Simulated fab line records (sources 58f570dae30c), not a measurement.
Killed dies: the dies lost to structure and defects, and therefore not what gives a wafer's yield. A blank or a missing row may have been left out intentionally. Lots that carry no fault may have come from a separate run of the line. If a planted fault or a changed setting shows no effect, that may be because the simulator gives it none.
The tool behind it: which one?    flow berkeley cmos170    Sampling: 14 lots, 42 wafers, 3 of 331 route steps

## WHAT THE GAUGES READ, wafer by wafer
UCB170_NLDD_TW_MEAS_11. Usual: NLDD_TW gives 2208 (standard deviation 11).
lot   measured      on             NLDD_TW                        flag
L232  day 6 06:16   film metro-01  2211 2214 2213                 
L234  day 7 07:54   film metro-02  2209 2192 2183                 
L233  day 7 08:10   film metro-03  2214 2216 2201                 
L235  day 7 08:26   film metro-01  2215 2206 2215                 
L239  day 7 20:37   film metro-02  2070 2077 2066 2069 2074 2077  OFF
L243  day 9 05:03   film metro-02  2067 2068 2063 2056 2068 2058  OFF
L245  day 9 10:57   film metro-01  2204 2206 2192                 
L244  day 9 11:11   film metro-03  2209 2208 2203                 
L248  day 9 11:26   film metro-03  2206 2206 2192                 
L247  day 9 14:10   film metro-02  2194 2200 2190                 
L249  day 10 00:41  film metro-01  2215 2237 2226                 
L250  day 10 10:23  film metro-03  2230 2226 2229                 
L255  day 11 09:59  film metro-02  2207 2207 2215                 
L253  day 11 10:15  film metro-02  2212 2211 2210                 

UCB170_SDANNEAL_RS_MEAS_05: measurement is done with a four-point probe. Usual: NLDD_RS gives 616.2 ohm/sq (standard deviation 1.6).
lot   measured      on             NLDD_RS (ohm/sq)                     flag
L232  day 6 16:20   film metro-03  615.0 614.4 614.9                    
L234  day 7 16:28   film metro-02  616.2 616.5 616.4                    
L233  day 7 16:43   film metro-01  616.6 616.9 616.8                    
L235  day 7 16:46   film metro-03  618.0 616.5 617.0                    
L239  day 8 09:59   film metro-01  712.3 715.3 713.1 714.4 713.8 713.3  OFF
L243  day 9 16:22   film metro-03  715.3 715.4 713.5 714.6 715.3 713.4  OFF
L245  day 9 21:27   film metro-01  617.4 617.4 617.1                    
L244  day 9 21:44   film metro-02  616.3 618.9 615.3                    
L248  day 9 22:19   film metro-02  615.4 615.0 616.0                    
L247  day 9 22:08   film metro-03  616.6 613.8 615.7                    
L249  day 10 12:40  film metro-02  616.6 617.3 616.9                    
L250  day 10 19:12  film metro-03  612.3 614.3 613.1                    
L255  day 11 19:31  film metro-02  617.4 615.0 615.5                    
L253  day 11 20:09  film metro-02  615.4 613.4 617.0                    

## WHAT TOOL EACH LOT RAN ON (gives the tool, then ch and the chambers of the sampled wafers, and finally the start)
lot   UCB170_NLDD_IMPLANT_08
L232  implanter-01 ch 0, day 6 05:52
L234  implanter-01 ch 0, day 7 07:31
L233  implanter-02 ch 0, day 7 07:46
L235  implanter-01 ch 0, day 7 08:02
L239  implanter-02 ch 0, day 7 20:13
L243  implanter-02 ch 0, day 9 04:39
L245  implanter-01 ch 0, day 9 10:33
L244  implanter-04 ch 0, day 9 10:47
L248  implanter-01 ch 0, day 9 11:02
L247  implanter-04 ch 0, day 9 13:46
L249  implanter-04 ch 0, day 10 00:19
L250  implanter-04 ch 0, day 10 10:01
L255  implanter-01 ch 0, day 11 09:35
L253  implanter-02 ch 0, day 11 09:52
- UCB170_NLDD_IMPLANT_08

## AS READ BY THE TOOLS THEMSELVES (means over the sampled wafers that have a number; for cases with no such wafer, the mark the record gives instead)
UCB170_NLDD_IMPLANT_08. Usual: dose ions cm2 5e+13, standard deviation 5.1e+10; end station pressure torr 5.08e-06 Torr, standard deviation 2.7e-07; faraday current uA 158.6, standard deviation 2.9.
lot   tool          dose ions cm2  end station pressure torr (Torr)  faraday current uA  flag
L232  implanter-01  5e+13          5.18e-06                          158.1               
L234  implanter-01  5e+13          5.24e-06                          159.2               
L233  implanter-02  5e+13          4.96e-06                          159.9               
L235  implanter-01  5e+13          5.23e-06                          157.9               
L239  implanter-02  3e+13          5.03e-06                          96.8                OFF
L243  implanter-02  3e+13          4.82e-06                          97.4                OFF
L245  implanter-01  5e+13          4.85e-06                          156.9               
L244  implanter-04  5e+13          4.98e-06                          160.9               
L248  implanter-01  5e+13          5.30e-06                          159.0               
L247  implanter-04  5e+13          5.22e-06                          159.1               
L249  implanter-04  5e+13          4.83e-06                          159.9               
L250  implanter-04  5e+13          5.09e-06                          157.0               
L255  implanter-01  5e+13          5.16e-06                          160.9               
L253  implanter-02  5e+13          4.96e-06                          159.4               

## THE ANSWER, worked out from the rows above alone
Rule: lot off if the mean of its wafers having a number is beyond 3 standard deviations from the usual mean. A lot without any number at a reading at which 4 lots or more have one is off too. The other lots that the step has rows for count as sound. The gauges are gone through in route order, then the tools' own readings, and for those a lot's mean is taken as printed above. At the first step where some lot is off, the reading lying furthest off is the one used; lots without a number count as furthest.
Off: L239, L243, at UCB170_NLDD_TW_MEAS_11 (NLDD_TW).
A tool fits if, at a process step before that reading, it ran every lot that is off, and no sound lot after the first of them. Not tried: the gauges at UCB170_NLDD_TW_MEAS_11; whatever is off there is also off at UCB170_SDANNEAL_RS_MEAS_05, on other tools, and gauge error can't account for it. Of those tried, none fits.

## WHAT THE SIMULATOR HAD INSERTED
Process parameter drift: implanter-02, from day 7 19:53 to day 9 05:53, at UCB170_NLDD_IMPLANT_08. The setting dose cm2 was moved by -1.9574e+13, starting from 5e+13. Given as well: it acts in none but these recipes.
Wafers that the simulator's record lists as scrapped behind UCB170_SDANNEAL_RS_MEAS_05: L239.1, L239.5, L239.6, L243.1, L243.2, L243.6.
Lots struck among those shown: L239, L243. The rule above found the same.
